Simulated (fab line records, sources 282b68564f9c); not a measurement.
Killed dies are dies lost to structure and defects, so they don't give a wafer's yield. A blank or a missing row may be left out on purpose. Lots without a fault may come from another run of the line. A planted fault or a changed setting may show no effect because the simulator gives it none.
Problem report in the 8D (eight disciplines) form, filled by code | flow rit_cmos | the parts of the form that need people (team, actions taken, sign-off) are left out

1. THE PROBLEM
rf_fwd_power_W at RIT_M1_METAL_ETCH_12 reads a mean of 278.7 W on 6 wafers of 2 lots; wafers without a fault read 248.8 W with a standard deviation of 0.84. That is +36 standard deviations from the usual mean.
The step: etches Al in Cl2/BCl3, stops on SiO2, time 165 s, target depth 600 nm.
First seen on wafer L811.1, day 5 16:32, on rie_metal-01. The record holds 18 wafers of 6 lots with a number at this step. Rule for "out", or "out of limits": more than 4 standard deviations from the usual mean. The other wafers with a number count as sound.

2. WHAT IT IS AND WHAT IT IS NOT
question                    | is                     | is not
which readings at this step | rf_fwd_power_W         | drypump_motor_current_A, oes_product_au, throttle_valve_pct
which lots                  | L811, L814             | L805, L807, L817, L821
which wafers of those lots  | all that have a number | -
read on which tools         | rie_metal-01           | rie_metal-02, rie_metal-03
when                        | from day 5 16:32       | up to then (6 sound wafers); but 6 sound wafers of L817, L821 came after

3. SUSPECTS, AND WHAT RULES EACH OUT
Counting: a tool at a process step up to the reading stays a suspect if it ran every lot that is out and no sound lot after the first of them.
- rie_metal-01 at RIT_M1_METAL_ETCH_12 (etches Al in Cl2/BCl3, stops on SiO2, time 165 s, target depth 600 nm): kept. It ran every lot that is out, first L811 (day 5 16:32), and no sound lot after that; its last sound lot up to then is L805 (day 4 09:00). Its own readings are out on those wafers: rf_fwd_power_W.
Left after counting: rie_metal-01 at RIT_M1_METAL_ETCH_12.

4. THE CAUSE (what the simulator had put in)
Process parameter drift: rie_metal-01, from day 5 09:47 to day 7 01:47, at RIT_M1_METAL_ETCH_12. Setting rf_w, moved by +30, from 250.
Counting left only this tool.

5. THE CHAIN OF EFFECTS, in route order
Each row: a reading whose mean over the struck wafers that have a number lies more than 3 standard deviations from the usual. Only readings for which the record gives a usual standard deviation are gone through. hours: the time from each lot's start at the first step in this table that gives one to its start at this step, as a median over the lots. sigmas: the change in usual standard deviations.
hours | step                 | reading        | usual   | on struck wafers | change | sigmas
0     | RIT_M1_METAL_ETCH_12 | rf_fwd_power_W | 248.8 W | 278.7            | +29.9  | +36
The process steps in it:
- RIT_M1_METAL_ETCH_12: etches Al in Cl2/BCl3, stops on SiO2, time 165 s, target depth 600 nm.

6. WHAT WOULD HAVE CAUGHT IT SOONER
In this record the first reading out of limits was taken at day 5 16:32, 7 hours after the fault began at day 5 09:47.
